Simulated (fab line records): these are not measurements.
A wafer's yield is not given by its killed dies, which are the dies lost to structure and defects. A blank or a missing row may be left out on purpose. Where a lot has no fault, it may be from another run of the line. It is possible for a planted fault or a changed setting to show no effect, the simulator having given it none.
A struck lot beside a sound one + flow ritCmos + 26 steps out of a route of 202
Sound: wafers L431.2, L431.5, L431.6. Wafers struck: L435.1, L435.3, L435.6. The cause is named last.
Order at every step that has rows: each side's tool, ch and its chambers, its first start. Under that, the readings that differ: sound wafers + struck wafers + difference of the means + sigmas: that difference in standard deviations of wafers without a fault.
alike: readings whose means differ by less than 2 such deviations, and words and numbers that are the same on both sides. not compared: withheld readings, readings that some wafer has no value for, bounds like >300 that may hide the same value, and numbers for which the record gives no deviation and whose values overlap.
A row with sigmas, a row that says differs or no value, or rows on one side alone: a step with any of these is where the two part. Numbers that have no deviation but don't overlap get no sigmas and don't part them. A reading missing from all wafers of one side parts the sides only when that side holds two or more wafers.

first, 1 step without rows for these wafers: RIT_SPACER_CVD_03 (deposits Si3N4 from SiH2Cl2/NH3, target thk 250 nm, time 3300 s).
RIT_SPACER_THK_MEAS_04:
  sound on filmMetro-04, day 4 12:17; struck on filmMetro-02, day 5 07:38
  alike: SPACER_NITRIDE_THK
RIT_SPACER_ETCHBACK_05: etches Si3N4 in SF6/CHF3, stops on SiO2, target depth 250 nm, time 240 s.
  sound on rieDiel-01 ch 1,2, day 4 12:20; struck on rieDiel-01 ch 0,1,3, day 5 07:41
  alike: drypumpMotorCurrentA, oesProductAu, throttleValvePct
  not compared: rfHoursCounterH
then, 6 steps without rows for these wafers: RIT_NSD_HMDS_00 (prime time 60 s); RIT_NSD_COAT_01 (resist thk 1000 nm); RIT_NSD_SOFTBAKE_02 (time 60 s); RIT_NSD_EXPOSE_03 (exposes mask M9, target cd 40700 nm); RIT_NSD_PEB_04; RIT_NSD_DEVELOP_05 (develop time 50 s).
RIT_NSD_OVL_MEAS_06:
  sound on overlay-01, day 4 13:21; struck on overlay-02, day 5 08:49
  alike: NSD_OVL
then, 2 steps without rows for these wafers: RIT_NSD_HARDBAKE_07 (time 60 s); RIT_NSD_IMPLANT_08.
RIT_NSD_STRIP_09: strips in O2, time 180 s.
  sound on plasmaAsher-01 ch 0,1, day 4 13:41; struck on plasmaAsher-02 ch 1, day 5 09:14
  no value came back on the struck wafers for chamberPressureMTorr (mTorr), drypumpMotorCurrentA (A), timeS (s); on the sound wafers chamberPressureMTorr (mTorr) reads 3993 3998 3992
| reading                                 | sound | struck            | difference | sigmas |
|-----------------------------------------|-------|-------------------|------------|--------|
| model.NOVOLAK_of_NSD_COAT_01.thkNm (nm) | 0 0 0 | 885.1 884.1 885.3 | +884.8     |        |
  not compared: rfHoursCounterH
RIT_NSD_TW_MEAS_10:
  sound on filmMetro-03, day 4 13:52; struck on filmMetro-03, day 5 09:25
  alike: NSD_TW
then, 6 steps without rows for these wafers: RIT_PSD_HMDS_00 (prime time 60 s); RIT_PSD_COAT_01 (resist thk 1000 nm); RIT_PSD_SOFTBAKE_02 (time 60 s); RIT_PSD_EXPOSE_03 (exposes mask M10, target cd 40900 nm); RIT_PSD_PEB_04; RIT_PSD_DEVELOP_05 (develop time 50 s).
RIT_PSD_OVL_MEAS_06:
  sound on overlay-01, day 4 15:02; struck on overlay-02, day 5 10:39
  alike: PSD_OVL
then, 2 steps without rows for these wafers: RIT_PSD_HARDBAKE_07 (time 60 s); RIT_PSD_IMPLANT_08.
RIT_PSD_STRIP_09: strips in O2, time 180 s.
  sound on plasmaAsher-04 ch 0,1, day 4 15:22; struck on plasmaAsher-01 ch 0,1, day 5 10:59
  alike: chamberPressureMTorr, drypumpMotorCurrentA
  not compared: rfHoursCounterH
RIT_PSD_TW_MEAS_10:
  sound on filmMetro-03, day 4 15:33; struck on filmMetro-03, day 5 11:23
| reading | sound          | struck   | difference | sigmas      |
|---------|----------------|----------|------------|-------------|
| PSD_TW  | 3413 3403 3400 | 30 30 30 | -3375      | -99 or more |
  not compared: hold
RIT_M1_PROBE_99:
  the record has rows for the sound wafers here (prober-02, day 4 23:39) and none for the struck ones

WHERE THEY PART
Last at RIT_M1_PROBE_99 as far as this record goes, first at RIT_NSD_STRIP_09.

WHY: the cause the simulator had injected
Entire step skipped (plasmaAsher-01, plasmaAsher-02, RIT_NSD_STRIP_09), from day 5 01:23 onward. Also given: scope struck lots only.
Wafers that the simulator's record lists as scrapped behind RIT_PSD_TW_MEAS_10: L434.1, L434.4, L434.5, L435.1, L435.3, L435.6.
